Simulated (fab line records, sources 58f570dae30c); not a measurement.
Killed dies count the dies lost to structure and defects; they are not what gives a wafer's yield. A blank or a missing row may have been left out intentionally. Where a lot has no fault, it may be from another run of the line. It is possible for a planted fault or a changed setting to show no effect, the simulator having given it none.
fab line records | flow berkeley_cmos170
record lots=16 | wafers=48 | last_day=11
route steps=331 shown PWELL@49 PVT@121 V1@267 V2@295
lots that met no fault: taken from a fault-free run of the same line
start_h: hours from the record's first day to the start of the lot's first wafer shown | wait_h: time in hours since the lot's previous step | " same as the row above | L1.1+2: a single row standing in for several wafers | - value missing, or start not given | * or withheld: withheld | < > ~ a bound
route shown NAME@n: NAME is a module with steps in the file, n the number in the route of the first one | usual: the fault-free wafers' mean and standard deviation | same: alike in all rows | chamber/n: place in a boat | sites: the reading at each site | _std_site: their standard deviation | _edge_site: mean of outer sites minus mean of inner sites | radius_mm: for every site, how far away it sits from the centre of the wafer | mask NAME#n: copy n | behind: the last tool/chamber to shape the wafer | hold: why the lot went on hold/how many hours it stayed there/how the hold came to an end | device: the n, p or np transistor that did not switch | end of line: the same wafers' tests at the end of the route | for a step that has no rows: nothing shown but its recipe | killed: the dies lost at the first sort to structure and to defects; this is not the yield of the wafer | map: per-die view of a wafer (x killed, . not killed, _ where there is no die)
set.NAME: the run value of the setting; set.NAME@STEP: its run value at that earlier step | model.NAME: the simulator's own value behind a step, which no gauge read
a sample of lots followed through the steps of the route, with each step as a table and each wafer as a row
services: from which hour (start_h, from the record's first day; less than 0 if before it) a tool's chamber was out of use, for how many hours, and why
## steps
# step UCB170_PWELL_IMPLANT_15
# recipe species=B | dose_cm2=5e+12 | energy_kev=60 | tilt_deg=7
# usual dose_ions_cm2=5e+12/5.7e+09 | implant_ion_amu=11/0
lot.wafer | tool         | chamber | start_h | wait_h | dose_ions_cm2 | implant_ion_amu
L962.1    | implanter-01 | 0       | 49.28   | 0.1    | 5.007e+12     | 11
L962.2    | "            | 0       | "       | "      | 4.987e+12     | 11
L962.6    | "            | 0       | "       | "      | 4.986e+12     | 11
L963.3    | implanter-03 | 0       | 55.54   | 0.1    | 4.997e+12     | 11
L963.4    | "            | 0       | "       | "      | 4.997e+12     | 11
L963.5    | "            | 0       | "       | "      | 4.999e+12     | 11
L964.3    | implanter-03 | 0       | 69.13   | 0.1    | 5.008e+12     | 11
L964.5    | "            | 0       | "       | "      | 5.007e+12     | 11
L964.6    | "            | 0       | "       | "      | 5.001e+12     | 11
L966.1    | implanter-02 | 0       | 76.28   | 0.1    | 4.992e+12     | 11
L966.3    | "            | 0       | "       | "      | 4.993e+12     | 11
L966.4    | "            | 0       | "       | "      | 4.999e+12     | 11
L965.1    | implanter-03 | 0       | 76.63   | 0.1    | 5.003e+12     | 11
L965.2    | "            | 0       | "       | "      | 4.993e+12     | 11
L965.3    | "            | 0       | "       | "      | 5.006e+12     | 11
L967.1    | implanter-01 | 0       | 76.75   | 0.1    | 5.006e+12     | 11
L967.3    | "            | 0       | "       | "      | 5.002e+12     | 11
L967.6    | "            | 0       | "       | "      | 5.005e+12     | 11
L968.2    | implanter-01 | 0       | 91.49   | 0.1    | 4.999e+12     | 11
L968.5    | "            | 0       | "       | "      | 4.998e+12     | 11
L968.6    | "            | 0       | "       | "      | 4.998e+12     | 11
L969.2    | implanter-03 | 0       | 96.70   | 0.1    | 4.999e+12     | 11
L969.5    | "            | 0       | "       | "      | 5.003e+12     | 11
L969.6    | "            | 0       | "       | "      | 5.007e+12     | 11
L970.1    | implanter-01 | 0       | 96.77   | 0.1    | 5.003e+12     | 11
L970.4    | "            | 0       | "       | "      | 5.01e+12      | 11
L970.6    | "            | 0       | "       | "      | 5.005e+12     | 11
L971.1    | implanter-02 | 0       | 97.15   | 0.1    | 5.001e+12     | 11
L971.4    | "            | 0       | "       | "      | 5e+12         | 11
L971.5    | "            | 0       | "       | "      | 5.001e+12     | 11
L973.4    | implanter-03 | 0       | 109.74  | 0.1    | 5.008e+12     | 11
L973.5    | "            | 0       | "       | "      | 5.007e+12     | 11
L973.6    | "            | 0       | "       | "      | 5.003e+12     | 11
L972.2    | implanter-03 | 0       | 109.97  | 0.1    | 5.003e+12     | 11
L972.5    | "            | 0       | "       | "      | 5.008e+12     | 11
L972.6    | "            | 0       | "       | "      | 5.003e+12     | 11
L975.1    | implanter-03 | 0       | 122.16  | 0.1    | 4.994e+12     | 49
L975.2    | "            | 0       | "       | "      | 4.999e+12     | 49
L975.5    | "            | 0       | "       | "      | 4.989e+12     | 49
L974.2    | implanter-03 | 0       | 122.43  | 0.1    | 4.999e+12     | 49
L974.3    | "            | 0       | "       | "      | 4.997e+12     | 49
L974.5    | "            | 0       | "       | "      | 4.999e+12     | 49
L976.4    | implanter-03 | 0       | 132.22  | 0.1    | 5.002e+12     | 49
L976.5    | "            | 0       | "       | "      | 5e+12         | 49
L976.6    | "            | 0       | "       | "      | 5.011e+12     | 49
L977.1    | implanter-01 | 0       | 132.35  | 0.1    | 5.002e+12     | 49
L977.3    | "            | 0       | "       | "      | 4.996e+12     | 49
L977.4    | "            | 0       | "       | "      | 4.997e+12     | 49
# step UCB170_PWELL_TW_MEAS_17
# usual PWELL_TW=379/3.4
lot.wafer | tool          | chamber | start_h | wait_h | PWELL_TW
L962.1    | film_metro-03 | -       | 49.53   | 0.1    | 382
L962.2    | "             | -       | "       | "      | 384
L962.6    | "             | -       | "       | "      | 382
L963.3    | film_metro-03 | -       | 55.76   | 0.1    | 384
L963.4    | "             | -       | "       | "      | 383
L963.5    | "             | -       | "       | "      | 382
L964.3    | film_metro-01 | -       | 69.35   | 0.1    | 382
L964.5    | "             | -       | "       | "      | 382
L964.6    | "             | -       | "       | "      | 380
L966.1    | film_metro-03 | -       | 76.53   | 0.1    | 383
L966.3    | "             | -       | "       | "      | 385
L966.4    | "             | -       | "       | "      | 383
L965.1    | film_metro-01 | -       | 76.88   | 0.1    | 383
L965.2    | "             | -       | "       | "      | 381
L965.3    | "             | -       | "       | "      | 381
L967.1    | film_metro-01 | -       | 77.04   | 0.1    | 381
L967.3    | "             | -       | "       | "      | 383
L967.6    | "             | -       | "       | "      | 381
L968.2    | film_metro-01 | -       | 91.73   | 0.1    | 380
L968.5    | "             | -       | "       | "      | 383
L968.6    | "             | -       | "       | "      | 381
L969.2    | film_metro-03 | -       | 96.93   | 0.1    | 383
L969.5    | "             | -       | "       | "      | 381
L969.6    | "             | -       | "       | "      | 381
L970.1    | film_metro-04 | -       | 97.02   | 0.1    | 376
L970.4    | "             | -       | "       | "      | 374
L970.6    | "             | -       | "       | "      | 375
L971.1    | film_metro-01 | -       | 97.40   | 0.1    | 378
L971.4    | "             | -       | "       | "      | 377
L971.5    | "             | -       | "       | "      | 376
L973.4    | film_metro-01 | -       | 109.95  | 0.1    | 381
L973.5    | "             | -       | "       | "      | 379
L973.6    | "             | -       | "       | "      | 378
L972.2    | film_metro-04 | -       | 110.20  | 0.1    | 374
L972.5    | "             | -       | "       | "      | 374
L972.6    | "             | -       | "       | "      | 375
L975.1    | film_metro-01 | -       | 122.41  | 0.1    | 644
L975.2    | "             | -       | "       | "      | 649
L975.5    | "             | -       | "       | "      | 644
L974.2    | film_metro-03 | -       | 122.66  | 0.1    | 646
L974.3    | "             | -       | "       | "      | 647
L974.5    | "             | -       | "       | "      | 647
L976.4    | film_metro-04 | -       | 132.43  | 0.1    | 634
L976.5    | "             | -       | "       | "      | 635
L976.6    | "             | -       | "       | "      | 633
L977.1    | film_metro-03 | -       | 132.60  | 0.1    | 641
L977.3    | "             | -       | "       | "      | 644
L977.4    | "             | -       | "       | "      | 646
# step UCB170_PVT_OVL_MEAS_06
# usual PVT_OVL=2/5.6
lot.wafer | tool       | chamber | start_h | wait_h | PVT_OVL[nm]
L963.3    | overlay-01 | -       | 125.13  | -      | 2
L963.4    | "          | -       | "       | "      | 4
L963.5    | "          | -       | "       | "      | 1
L962.1    | overlay-01 | -       | 129.09  | -      | -9
L962.2    | "          | -       | "       | "      | -1
L962.6    | "          | -       | "       | "      | -6
L964.3    | overlay-02 | -       | 144.96  | -      | 3
L964.5    | "          | -       | "       | "      | 4
L964.6    | "          | -       | "       | "      | 12
L965.1    | overlay-02 | -       | 153.48  | -      | 3
L965.2    | "          | -       | "       | "      | -1
L965.3    | "          | -       | "       | "      | 4
L966.1    | overlay-02 | -       | 153.73  | -      | 12
L966.3    | "          | -       | "       | "      | 2
L966.4    | "          | -       | "       | "      | 2
L967.1    | overlay-02 | -       | 153.97  | -      | 5
L967.3    | "          | -       | "       | "      | 1
L967.6    | "          | -       | "       | "      | -3
L968.2    | overlay-01 | -       | 171.31  | -      | 7
L968.5    | "          | -       | "       | "      | 8
L968.6    | "          | -       | "       | "      | 7
L969.2    | overlay-02 | -       | 171.59  | -      | 0
L969.5    | "          | -       | "       | "      | 1
L969.6    | "          | -       | "       | "      | -7
L970.1    | overlay-01 | -       | 172.31  | -      | -10
L970.4    | "          | -       | "       | "      | -5
L970.6    | "          | -       | "       | "      | -3
L973.4    | overlay-01 | -       | 183.52  | -      | 5
L973.5    | "          | -       | "       | "      | 4
L973.6    | "          | -       | "       | "      | 8
L971.1    | overlay-02 | -       | 183.68  | -      | 4
L971.4    | "          | -       | "       | "      | 2
L971.5    | "          | -       | "       | "      | 7
L972.2    | overlay-01 | -       | 183.78  | -      | -2
L972.5    | "          | -       | "       | "      | -7
L972.6    | "          | -       | "       | "      | -3
L975.1    | overlay-01 | -       | 197.57  | -      | 4
L975.2    | "          | -       | "       | "      | 5
L975.5    | "          | -       | "       | "      | -8
L974.2    | overlay-02 | -       | 197.58  | -      | 1
L974.3    | "          | -       | "       | "      | 2
L974.5    | "          | -       | "       | "      | 6
L977.1    | overlay-01 | -       | 211.65  | -      | 4
L977.3    | "          | -       | "       | "      | 11
L977.4    | "          | -       | "       | "      | 15
L976.4    | overlay-01 | -       | 212.10  | -      | -2
L976.5    | "          | -       | "       | "      | 1
L976.6    | "          | -       | "       | "      | -1
# step UCB170_V1_OVL_MEAS_13
# usual V1_OVL=-2/4.8
lot.wafer | tool       | chamber | start_h | wait_h | V1_OVL[nm]
L962.1    | overlay-02 | -       | 173.89  | 0.1    | -2
L962.2    | "          | -       | "       | "      | -3
L962.6    | "          | -       | "       | "      | 3
L963.3    | overlay-01 | -       | 179.11  | 0.1    | -11
L963.4    | "          | -       | "       | "      | -6
L963.5    | "          | -       | "       | "      | -6
L964.3    | overlay-01 | -       | 188.26  | 0.1    | -3
L964.5    | "          | -       | "       | "      | 2
L964.6    | "          | -       | "       | "      | 3
L967.1    | overlay-02 | -       | 197.05  | 0.1    | -5
L967.3    | "          | -       | "       | "      | -5
L967.6    | "          | -       | "       | "      | -3
L965.1    | overlay-01 | -       | 197.33  | 0.1    | -7
L965.2    | "          | -       | "       | "      | -3
L965.3    | "          | -       | "       | "      | -1
L966.1    | overlay-01 | -       | 199.09  | 0.1    | -4
L966.3    | "          | -       | "       | "      | 0
L966.4    | "          | -       | "       | "      | 2
L970.1    | overlay-02 | -       | 213.40  | 0.1    | -4
L970.4    | "          | -       | "       | "      | 0
L970.6    | "          | -       | "       | "      | -2
L969.2    | overlay-01 | -       | 216.06  | 0.1    | 3
L969.5    | "          | -       | "       | "      | -4
L969.6    | "          | -       | "       | "      | 4
L968.2    | overlay-02 | -       | 217.56  | 0.1    | -1
L968.5    | "          | -       | "       | "      | 0
L968.6    | "          | -       | "       | "      | -4
L973.4    | overlay-01 | -       | 230.80  | 0.1    | 4
L973.5    | "          | -       | "       | "      | -3
L973.6    | "          | -       | "       | "      | 1
L971.1    | overlay-02 | -       | 235.56  | 0.1    | 1
L971.4    | "          | -       | "       | "      | -5
L971.5    | "          | -       | "       | "      | -2
L972.2    | overlay-02 | -       | 235.84  | 0.1    | 7
L972.5    | "          | -       | "       | "      | -1
L972.6    | "          | -       | "       | "      | 5
L974.2    | overlay-02 | -       | 243.64  | 0.1    | 0
L974.3    | "          | -       | "       | "      | -6
L974.5    | "          | -       | "       | "      | -3
L975.1    | overlay-01 | -       | 243.72  | 0.1    | 5
L975.2    | "          | -       | "       | "      | 1
L975.5    | "          | -       | "       | "      | 17
L977.1    | overlay-01 | -       | 260.65  | 0.1    | -9
L977.3    | "          | -       | "       | "      | -4
L977.4    | "          | -       | "       | "      | -15
L976.4    | overlay-01 | -       | 260.81  | 0.1    | -2
L976.5    | "          | -       | "       | "      | 8
L976.6    | "          | -       | "       | "      | -2
# step UCB170_V2_BOW_MEAS_03
# recipe mode=bow
# usual V2_BOW=37/6.8
lot.wafer | tool          | chamber | start_h | wait_h | V2_BOW[um]
L962.1    | film_metro-04 | -       | 177.47  | 0.2    | 49
L962.2    | "             | -       | "       | "      | 37
L962.6    | "             | -       | "       | "      | 28
L963.3    | film_metro-02 | -       | 182.59  | 0.1    | 47
L963.4    | "             | -       | "       | "      | 39
L963.5    | "             | -       | "       | "      | 50
L964.3    | film_metro-04 | -       | 191.98  | 0.1    | 39
L964.5    | "             | -       | "       | "      | 34
L964.6    | "             | -       | "       | "      | 28
L967.1    | film_metro-01 | -       | 201.38  | 0.1    | 37
L967.3    | "             | -       | "       | "      | 31
L967.6    | "             | -       | "       | "      | 35
L965.1    | film_metro-04 | -       | 201.75  | 0.2    | 39
L965.2    | "             | -       | "       | "      | 40
L965.3    | "             | -       | "       | "      | 40
L966.1    | film_metro-01 | -       | 203.83  | 0.2    | 39
L966.3    | "             | -       | "       | "      | 31
L966.4    | "             | -       | "       | "      | 26
L970.1    | film_metro-04 | -       | 217.17  | 0.2    | 33
L970.4    | "             | -       | "       | "      | 40
L970.6    | "             | -       | "       | "      | 37
L969.2    | film_metro-01 | -       | 219.65  | 0.1    | 31
L969.5    | "             | -       | "       | "      | 33
L969.6    | "             | -       | "       | "      | 33
L968.2    | film_metro-02 | -       | 221.19  | 0.3    | 36
L968.5    | "             | -       | "       | "      | 33
L968.6    | "             | -       | "       | "      | 45
L973.4    | film_metro-01 | -       | 237.45  | 0.3    | 30
L973.5    | "             | -       | "       | "      | 46
L973.6    | "             | -       | "       | "      | 44
L971.1    | film_metro-01 | -       | 239.26  | 0.2    | 54
L971.4    | "             | -       | "       | "      | 44
L971.5    | "             | -       | "       | "      | 45
L972.2    | film_metro-04 | -       | 239.56  | 0.3    | 35
L972.5    | "             | -       | "       | "      | 33
L972.6    | "             | -       | "       | "      | 16
L974.2    | film_metro-02 | -       | 247.19  | 0.2    | 21
L974.3    | "             | -       | "       | "      | 39
L974.5    | "             | -       | "       | "      | 43
L975.1    | film_metro-02 | -       | 247.45  | 0.1    | 42
L975.2    | "             | -       | "       | "      | 31
L975.5    | "             | -       | "       | "      | 45
L977.1    | film_metro-04 | -       | 265.34  | 0.1    | 40
L977.3    | "             | -       | "       | "      | 42
L977.4    | "             | -       | "       | "      | 43
L976.4    | film_metro-02 | -       | 267.38  | 0.3    | 26
L976.5    | "             | -       | "       | "      | 41
L976.6    | "             | -       | "       | "      | 40
## services
tool         | chamber | start_h | hours | kind
implanter-02 | -       | 44.08   | 5.5   | pm
implanter-01 | -       | 91.65   | 4.5   | pm
implanter-02 | -       | 97.66   | 106.0 | repair
## key
first_sign step=UCB170_PWELL_IMPLANT_15 | reading=implant_ion_amu | direction=up | sigmas=99+ | usual=11 | struck=49
effect step=UCB170_PWELL_TW_MEAS_17 | reading=PWELL_TW | direction=up | sigmas=76 | usual=379 | struck=643
met_at UCB170_PWELL_IMPLANT_15
struck_lots L974,L975,L976,L977
tester_left_out L974,L975,L976,L977
not_acting_at UCB170_PVT_OVL_MEAS_06,UCB170_V1_OVL_MEAS_13,UCB170_V2_BOW_MEAS_03
fault kind=wrong_recipe_download | tool=implanter-01,implanter-02,implanter-03 | chamber=- | onset_h=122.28 | steps=UCB170_PWELL_IMPLANT_15 | wrong_recipe.not_listed=1
# tester_left_out: of these lots the tester's yield and bins aren't shown, on N5 and GAA mostly nor the transistor test; their killed dies are dies lost to structure and defects alone, not to doping, threshold or leakage, so they don't give the yield
